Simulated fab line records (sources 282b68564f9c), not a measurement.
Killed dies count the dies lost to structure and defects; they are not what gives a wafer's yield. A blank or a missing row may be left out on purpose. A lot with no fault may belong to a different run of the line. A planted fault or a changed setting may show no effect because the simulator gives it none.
Which of the tools did it? ; flow rit cmos ; 48 wafers from 16 lots sampled at 4 of the route's 202 steps

## WHAT EACH GAUGE READ, for each wafer
RIT_M1_OVL_MEAS_10.
lot;measured;on;M1_OVL (nm)
L362;day 3 21:47;overlay-01;-3.7 -2.2 -1.2
L365;day 4 11:08;overlay-01;-1.2 -2.6 -1.5
L366;day 4 14:13;overlay-02;-1.7 -3.1 -1.3
L367;day 4 19:50;overlay-01;0.4 -1.9 -0.3
L368;day 5 02:08;overlay-02;-2.2 -1.8 -0.8
L370;day 5 07:56;overlay-02;-0.9 -1.6 -1.8
L369;day 5 08:50;overlay-02;1.2 0.0 0.1
L371;day 5 16:31;overlay-01;-1.3 -2.1 -2.5
L372;day 5 20:43;overlay-02;-3.6 -1.8 -2.8
L374;day 6 04:34;overlay-02;-1.5 -3.0 -1.8
L375;day 6 10:55;overlay-01;-3.4 -2.0 -2.2
L378;day 7 01:22;overlay-02;240.4 239.7 239.1
L380;day 7 10:55;overlay-02;-0.1 -0.4 -1.6
L381;day 7 17:53;overlay-02;238.6 239.1 238.8
L382;day 7 21:54;overlay-01;237.3 237.9 238.7
L383;day 8 02:10;overlay-01;239.6 238.7 239.3

## TOOL THAT RAN EACH LOT (tool first, then ch and the chambers of the sampled wafers, then the start)
lot;RIT_NRETRO_STRIP_09;RIT_CONTACT_STRIP_12;RIT_M1_EXPOSE_06
L362;plasma asher-04 ch 0,1, day 2 15:28;plasma asher-02 ch 0,1, day 3 19:32;iline stepper-01 ch 0, day 3 21:14
L365;plasma asher-04 ch 0,1, day 3 07:32;plasma asher-02 ch 0, day 4 08:53;iline stepper-02 ch 0, day 4 10:35
L366;plasma asher-04 ch 1, day 3 11:50;plasma asher-02 ch 0,1, day 4 11:52;iline stepper-01 ch 0, day 4 13:37
L367;plasma asher-02 ch 0,1, day 3 16:56;plasma asher-02 ch 0,1, day 4 17:43;iline stepper-01 ch 0, day 4 19:17
L368;plasma asher-02 ch 0,1, day 3 23:26;plasma asher-02 ch 0,1, day 4 23:52;iline stepper-01 ch 0, day 5 01:31
L370;plasma asher-01 ch 0,1, day 4 04:41;plasma asher-02 ch 0,1, day 5 05:40;iline stepper-02 ch 0, day 5 07:23
L369;plasma asher-02 ch 0, day 4 04:46;plasma asher-02 ch 0,1, day 5 06:28;iline stepper-01 ch 0, day 5 08:17
L371;plasma asher-01 ch 0,1, day 4 12:17;plasma asher-03 ch 0,1, day 5 14:15;iline stepper-02 ch 0, day 5 15:58
L372;plasma asher-02 ch 0,1, day 4 18:15;plasma asher-02 ch 0,1, day 5 18:34;iline stepper-02 ch 0, day 5 20:11
L374;plasma asher-04 ch 0,1, day 5 00:53;plasma asher-01 ch 0, day 6 02:16;iline stepper-01 ch 0, day 6 04:01
L375;plasma asher-04 ch 0,1, day 5 06:05;plasma asher-01 ch 0,1, day 6 08:40;iline stepper-02 ch 0, day 6 10:22
L378;plasma asher-04 ch 0,1, day 5 22:42;plasma asher-02 ch 0,1, day 6 23:07;iline stepper-01 ch 0, day 7 00:51
L380;plasma asher-04 ch 0,1, day 6 09:46;plasma asher-01 ch 0,1, day 7 08:46;iline stepper-02 ch 0, day 7 10:22
L381;plasma asher-04 ch 0,1, day 6 14:13;plasma asher-01 ch 1, day 7 15:37;iline stepper-01 ch 0, day 7 17:20
L382;plasma asher-04 ch 0,1, day 6 19:13;plasma asher-02 ch 0,1, day 7 19:45;iline stepper-01 ch 0, day 7 21:19
L383;plasma asher-01 ch 0,1, day 6 23:47;plasma asher-02 ch 0,1, day 8 00:06;iline stepper-01 ch 0, day 8 01:39
- RIT_NRETRO_STRIP_09: strips in O2, time 180 s.
- RIT_CONTACT_STRIP_12: strips in O2, time 180 s.
- RIT_M1_EXPOSE_06: exposes mask M12, target cd 2600 nm.

## AS READ BY THE TOOLS THEMSELVES (means over the sampled wafers that have a number; for cases with no such wafer, the mark the record gives instead)
RIT_NRETRO_STRIP_09.
lot;tool;drypump motor current A (A)
L362;plasma asher-04;5.83
L365;plasma asher-04;5.86
L366;plasma asher-04;5.58
L367;plasma asher-02;5.90
L368;plasma asher-02;5.91
L370;plasma asher-01;5.76
L369;plasma asher-02;5.94
L371;plasma asher-01;5.92
L372;plasma asher-02;5.89
L374;plasma asher-04;6.02
L375;plasma asher-04;5.81
L378;plasma asher-04;5.83
L380;plasma asher-04;6.05
L381;plasma asher-04;6.04
L382;plasma asher-04;6.05
L383;plasma asher-01;5.90

RIT_CONTACT_STRIP_12.
lot;tool;drypump motor current A (A)
L362;plasma asher-02;5.90
L365;plasma asher-02;5.93
L366;plasma asher-02;5.87
L367;plasma asher-02;5.91
L368;plasma asher-02;5.86
L370;plasma asher-02;5.91
L369;plasma asher-02;5.91
L371;plasma asher-03;6.06
L372;plasma asher-02;5.92
L374;plasma asher-01;5.57
L375;plasma asher-01;5.91
L378;plasma asher-02;5.90
L380;plasma asher-01;5.73
L381;plasma asher-01;6.07
L382;plasma asher-02;5.94
L383;plasma asher-02;5.90

RIT_M1_EXPOSE_06.
lot;tool;exposure dose mJ cm2
L362;iline stepper-01;250.10
L365;iline stepper-02;250.09
L366;iline stepper-01;250.16
L367;iline stepper-01;249.91
L368;iline stepper-01;250.42
L370;iline stepper-02;249.75
L369;iline stepper-01;249.51
L371;iline stepper-02;250.07
L372;iline stepper-02;249.65
L374;iline stepper-01;249.78
L375;iline stepper-02;250.04
L378;iline stepper-01;250.23
L380;iline stepper-02;249.74
L381;iline stepper-01;249.97
L382;iline stepper-01;249.91
L383;iline stepper-01;250.08

## THE ANSWER, worked out from the rows above alone
Rule: the usual values come from the lots themselves. Put in order of their means at a reading, lots are off if they are a third of the lots or fewer, leave a main group of 4 or more, and stand apart from it by a gap of 3 or more times the standard deviation of the main group's means; of several such gaps the widest counts. Not used: any main group whose means are identical at the precision the tables above print for the reading. A lot without any number at a reading at which 4 lots or more have one is off too. All remaining lots with rows at the step are treated as sound. First the gauges in route order, then the tools' own readings, where a lot's mean is used as printed above. The first step at which some lot is off is used, and at that step the reading that is off furthest; a lot without a number counts as furthest.
Off: at RIT_M1_OVL_MEAS_10 (M1_OVL), L378, L381, L382, L383. For the main group the mean is -1.6 nm and the standard deviation 0.88.
If a tool, at a process step before that reading, ran all the lots that are off and no sound lot after the first of them, it fits. Gauges at RIT_M1_OVL_MEAS_10: tried the same way as those tools. One candidate fits, namely iline stepper-01 at RIT_M1_EXPOSE_06. A fault onset in the window from L374 (day 6 04:01, its last sound lot) to L378 (day 7 00:51, its first lot off) fits.

## WHAT THE SIMULATOR PUT IN
Scanner matching overlay: iline stepper-01, from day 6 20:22 on, at RIT_M1_EXPOSE_06. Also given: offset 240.
Struck lots among those shown: L378, L381, L382, L383. The rule given above showed the same thing.
